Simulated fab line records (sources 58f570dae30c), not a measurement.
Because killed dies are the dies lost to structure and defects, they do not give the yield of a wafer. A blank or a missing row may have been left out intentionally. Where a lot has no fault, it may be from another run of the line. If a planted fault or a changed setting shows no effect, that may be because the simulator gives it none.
What tool caused it? -- flow berkeley_cmos170 -- Sampling: 15 lots, 45 wafers, 4 of 331 route steps

== WHAT THE GAUGES READ, wafer by wafer ==
UCB170_NSD_TW_MEAS_10.
lot,measured,on,NSD_TW
L992,day 7 07:40,film_metro-02,4134 4118 4131
L993,day 8 03:35,film_metro-04,4225 4203 4189
L994,day 8 11:20,film_metro-04,4200 4184 4196
L997,day 8 11:35,film_metro-02,4111 4125 4124
L996,day 8 11:52,film_metro-04,4197 4206 4206
L101,day 9 15:47,film_metro-03,4068 4072 4074
L103,day 10 13:30,film_metro-03,4057 4071 4082
L107,day 10 20:05,film_metro-02,4141 4143 4133
L105,day 10 20:19,film_metro-04,4015 4016 4020
L108,day 10 20:25,film_metro-03,4232 4227 4213
L106,day 10 20:39,film_metro-04,4191 4162 4195
L109,day 11 11:59,film_metro-02,4142 4127 4142
L110,day 11 12:16,film_metro-02,4140 4161 4139
L114,day 11 23:14,film_metro-04,4199 4187 4185
L112,day 11 23:35,film_metro-03,4237 4255 4242

UCB170_SDANNEAL_RS_MEAS_03: measurement is done with a four-point probe.
lot,measured,on,NSD_RS (ohm/sq)
L992,day 7 09:01,film_metro-04,37.24 37.19 37.18
L993,day 8 05:00,film_metro-04,37.44 37.28 37.27
L994,day 8 12:34,film_metro-03,37.38 37.39 37.36
L997,day 8 12:49,film_metro-04,37.11 36.98 37.08
L996,day 8 13:07,film_metro-03,37.12 37.17 37.17
L101,day 9 17:12,film_metro-03,45.26 45.24 45.20
L103,day 10 14:46,film_metro-04,45.19 45.09 45.14
L107,day 10 21:29,film_metro-03,37.27 37.14 37.34
L105,day 10 21:39,film_metro-02,45.18 45.21 44.99
L108,day 10 21:41,film_metro-04,37.27 37.28 37.29
L106,day 10 21:56,film_metro-03,37.38 37.32 37.37
L109,day 11 13:56,film_metro-04,37.09 37.22 37.15
L110,day 11 14:00,film_metro-02,37.18 37.28 37.23
L114,day 12 00:32,film_metro-02,37.37 37.27 37.35
L112,day 12 01:32,film_metro-04,37.08 37.19 37.14

== WHAT TOOL EACH LOT RAN ON (gives the tool, then ch and the chambers of the sampled wafers, and finally the start) ==
lot,UCB170_NSD_IMPLANT_08,UCB170_NSD_STRIP_09
L992,"implanter-02 ch 0, day 7 07:25","plasma_asher-03 ch 0,1, day 7 07:33"
L993,"implanter-01 ch 0, day 8 03:17","plasma_asher-04 ch 0,1, day 8 03:26"
L994,"implanter-01 ch 0, day 8 11:05","plasma_asher-03 ch 0,1, day 8 11:14"
L997,"implanter-01 ch 0, day 8 11:20","plasma_asher-02 ch 0,1, day 8 11:29"
L996,"implanter-01 ch 0, day 8 11:37","plasma_asher-03 ch 0,1, day 8 11:46"
L101,"implanter-01 ch 0, day 9 15:32","plasma_asher-04 ch 0,1, day 9 15:41"
L103,"implanter-01 ch 0, day 10 13:16","plasma_asher-04 ch 0,1, day 10 13:23"
L107,"implanter-03 ch 0, day 10 19:52","plasma_asher-03 ch 0,1, day 10 19:59"
L105,"implanter-01 ch 0, day 10 20:04","plasma_asher-02 ch 0,1, day 10 20:13"
L108,"implanter-02 ch 0, day 10 20:12","plasma_asher-04 ch 0,1, day 10 20:20"
L106,"implanter-03 ch 0, day 10 20:24","plasma_asher-02 ch 0,1, day 10 20:33"
L109,"implanter-02 ch 0, day 11 11:44","plasma_asher-04 ch 0,1, day 11 11:53"
L110,"implanter-03 ch 0, day 11 12:01","plasma_asher-02 ch 0,1, day 11 12:10"
L114,"implanter-02 ch 0, day 11 22:59","plasma_asher-03 ch 0,1, day 11 23:08"
L112,"implanter-02 ch 0, day 11 23:16","plasma_asher-04 ch 0,1, day 11 23:29"
- UCB170_NSD_IMPLANT_08
- UCB170_NSD_STRIP_09: strips in O2.

== AS READ BY THE TOOLS THEMSELVES (means over the sampled wafers that have a number; for cases with no such wafer, the mark the record gives instead) ==
UCB170_NSD_IMPLANT_08.
lot,tool,beam_on_s (s),dose_ions_cm2,end_station_pressure_torr (Torr),faraday_current_uA
L992,implanter-02,9.97,3e+15,1.18e-05,9292
L993,implanter-01,10.04,3e+15,1.26e-05,9238
L994,implanter-01,10.12,3e+15,1.22e-05,9156
L997,implanter-01,10.11,3e+15,1.22e-05,9170
L996,implanter-01,9.97,3e+15,1.29e-05,9256
L101,implanter-01,9.96,2e+15,1.06e-05,6562
L103,implanter-01,10.06,2e+15,1.05e-05,6481
L107,implanter-03,9.99,3e+15,1.29e-05,9241
L105,implanter-01,10.11,2e+15,1.02e-05,6443
L108,implanter-02,9.93,3e+15,1.26e-05,9352
L106,implanter-03,10.04,3e+15,1.23e-05,9209
L109,implanter-02,10.03,3e+15,1.23e-05,9225
L110,implanter-03,10.19,3e+15,1.21e-05,9097
L114,implanter-02,10.12,3e+15,1.22e-05,9166
L112,implanter-02,9.88,3e+15,1.33e-05,9352

UCB170_NSD_STRIP_09.
lot,tool,drypump_motor_current_A (A),oes_product_au (a.u.),strip_time_to_endpoint_s (s)
L992,plasma_asher-03,5.6,0.532,35.63
L993,plasma_asher-04,5.3,0.536,35.62
L994,plasma_asher-03,5.5,0.535,35.60
L997,plasma_asher-02,6.3,0.534,35.71
L996,plasma_asher-03,5.6,0.531,35.67
L101,plasma_asher-04,5.9,0.566,32.28
L103,plasma_asher-04,5.8,0.562,32.27
L107,plasma_asher-03,5.5,0.529,35.68
L105,plasma_asher-02,6.3,0.563,32.31
L108,plasma_asher-04,5.8,0.535,35.63
L106,plasma_asher-02,6.3,0.533,35.63
L109,plasma_asher-04,5.9,0.532,35.64
L110,plasma_asher-02,6.3,0.535,35.66
L114,plasma_asher-03,5.6,0.530,35.60
L112,plasma_asher-04,5.3,0.538,35.61

== THE ANSWER, worked out from the rows above alone ==
Rule: what is usual is taken from the lots themselves. The widest of any qualifying gaps counts: lots, ordered by their means at a reading, are off when they make up no more than a third of the lots, leave a main group of 4 or more, and stand apart from it by 3 or more times the standard deviation of that group's means. A main group is skipped when, at the precision printed for the reading in the tables above, its means are all equal. A lot without any number at a reading at which 4 lots or more have one is off too. Any other lot the step has rows for is counted as sound. First the gauges in route order, then the tools' own readings, where a lot's mean is used as printed above. At the first step where some lot is off, the reading lying furthest off is the one used; lots without a number count as furthest.
Off: L101, L103, L105, at UCB170_SDANNEAL_RS_MEAS_03 (NSD_RS). The main group: mean 37.24 ohm/sq, standard deviation 0.096.
A tool fits if, at a process step before that reading, it ran every lot that is off, and no sound lot after the first of them. The gauges at UCB170_SDANNEAL_RS_MEAS_03 aren't tried: what is off there is off at UCB170_NSD_IMPLANT_08 too, on other tools, and a gauge's error can't cause that. One fits: implanter-01 at UCB170_NSD_IMPLANT_08. Its last sound lot is L996 (day 8 11:37), its first lot that is off L101 (day 9 15:32): a fault that began between those two fits.
The tool's own readings at UCB170_NSD_IMPLANT_08 bear it out: on the lots that are off they differ by more than 5 times the standard deviation of the sound lots' means. dose_ions_cm2 reads 2e+15 there against 3e+15 on the sound lots; end_station_pressure_torr reads 1.04e-05 Torr there against 1.24e-05 Torr on the sound lots; faraday_current_uA reads 6495 there against 9230 on the sound lots.

== WHAT THE SIMULATOR PUT IN ==
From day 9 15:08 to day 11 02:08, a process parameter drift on implanter-01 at UCB170_NSD_IMPLANT_08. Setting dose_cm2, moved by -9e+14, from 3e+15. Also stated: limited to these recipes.
Shown lots that were struck: L101, L103, L105. Same finding as the rule above.
